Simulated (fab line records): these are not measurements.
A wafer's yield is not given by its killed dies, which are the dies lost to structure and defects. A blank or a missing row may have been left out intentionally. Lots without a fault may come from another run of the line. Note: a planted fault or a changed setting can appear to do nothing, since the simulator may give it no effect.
A struck lot beside a sound one	flow rit-cmos	16 out of 202 route steps
Sound: wafers L564.2, L564.3, L564.6. Wafers L569.1, L569.2, L569.3 were the ones struck. The cause comes at the end.
Per side, at each step with rows, come the tool, then ch with its chambers, and then its first start. Under that, the readings that differ: sound wafers	struck wafers	difference of the means	sigmas: that difference in standard deviations of wafers without a fault.
alike: a reading whose means differ by less than 2 such deviations, as well as words and numbers matching on both sides. not compared: withheld readings; readings where some wafer has no value; bounds like >300 that might hide an equal value; numbers whose values overlap and for which the record gives no deviation.
The two part at a step that has a row with sigmas, a row that says differs or no value, or rows on one side only. Numbers that don't overlap but have no deviation are shown without sigmas and don't part them. A reading missing from all wafers of one side parts the sides only when that side holds two or more wafers.

RIT_PWELL_TW_MEAS_10:
  sound: film-metro-01 at day 2 10:26; struck: film-metro-03 at day 3 09:50
  alike: PWELL_TW
then, 1 step without rows for these wafers: RIT_WELLDRIVE_ANNEAL_00 (time 14700 s).
RIT_WELLDRIVE_RS_MEAS_01: the measuring method here is four-point-probe.
  sound: film-metro-03 at day 2 16:17; struck: film-metro-03 at day 3 16:05
  alike: NWELL_RS
RIT_WELLDRIVE_RS_MEAS_02: the measuring method here is four-point-probe.
  sound: film-metro-03 at day 2 16:25; struck: film-metro-03 at day 3 16:12
  alike: PWELL_RS
then, 6 steps without rows for these wafers: RIT_NRETRO_HMDS_00 (prime time 60 s); RIT_NRETRO_COAT_01 (resist thk 1300 nm); RIT_NRETRO_SOFTBAKE_02 (time 60 s); RIT_NRETRO_EXPOSE_03 (exposes mask M4, target cd 43900 nm); RIT_NRETRO_PEB_04; RIT_NRETRO_DEVELOP_05 (develop time 68 s).
RIT_NRETRO_OVL_MEAS_06:
  sound: overlay-02 at day 2 17:31; struck: overlay-02 at day 3 17:13
  alike: NRETRO_OVL
then, 1 step without rows for these wafers: RIT_NRETRO_HARDBAKE_07 (time 120 s).
RIT_NRETRO_IMPLANT_08:
  sound on implanter-02 ch 0, day 2 17:50; struck on implanter-03 ch 0, day 3 17:35
reading	sound	struck	difference	sigmas
implant-ion-amu	31 31 31	11 11 11	-20	
model.implant.rp-nm (nm)	83.92 83.92 83.92	231.3 231.3 231.3	+147.4	
model.implant.drp-nm (nm)	33.94 33.94 33.94	70.05 70.05 70.05	+36.11	
  alike: end-station-pressure-torr, faraday-current-uA
RIT_NRETRO_STRIP_09: strips in O2, time 180 s.
  sound on plasma-asher-04 ch 1, day 2 17:57; struck on plasma-asher-02 ch 0,1, day 3 17:44
  alike: chamber-pressure-mTorr, drypump-motor-current-A, o2-flow-sccm
  not compared: rf-hours-counter-h
RIT_NRETRO_TW_MEAS_10:
  sound: film-metro-04 at day 2 18:08; struck: film-metro-01 at day 3 17:55
reading	sound	struck	difference	sigmas
NRETRO_TW	1060 1051 1055	474 471 471	-583	-49
then, 1 step without rows for these wafers: RIT_PRETRO_HMDS_00 (prime time 60 s).

== WHERE THEY PART ==
Within this record, at RIT_NRETRO_TW_MEAS_10 only.

WHY: what the simulator had put in
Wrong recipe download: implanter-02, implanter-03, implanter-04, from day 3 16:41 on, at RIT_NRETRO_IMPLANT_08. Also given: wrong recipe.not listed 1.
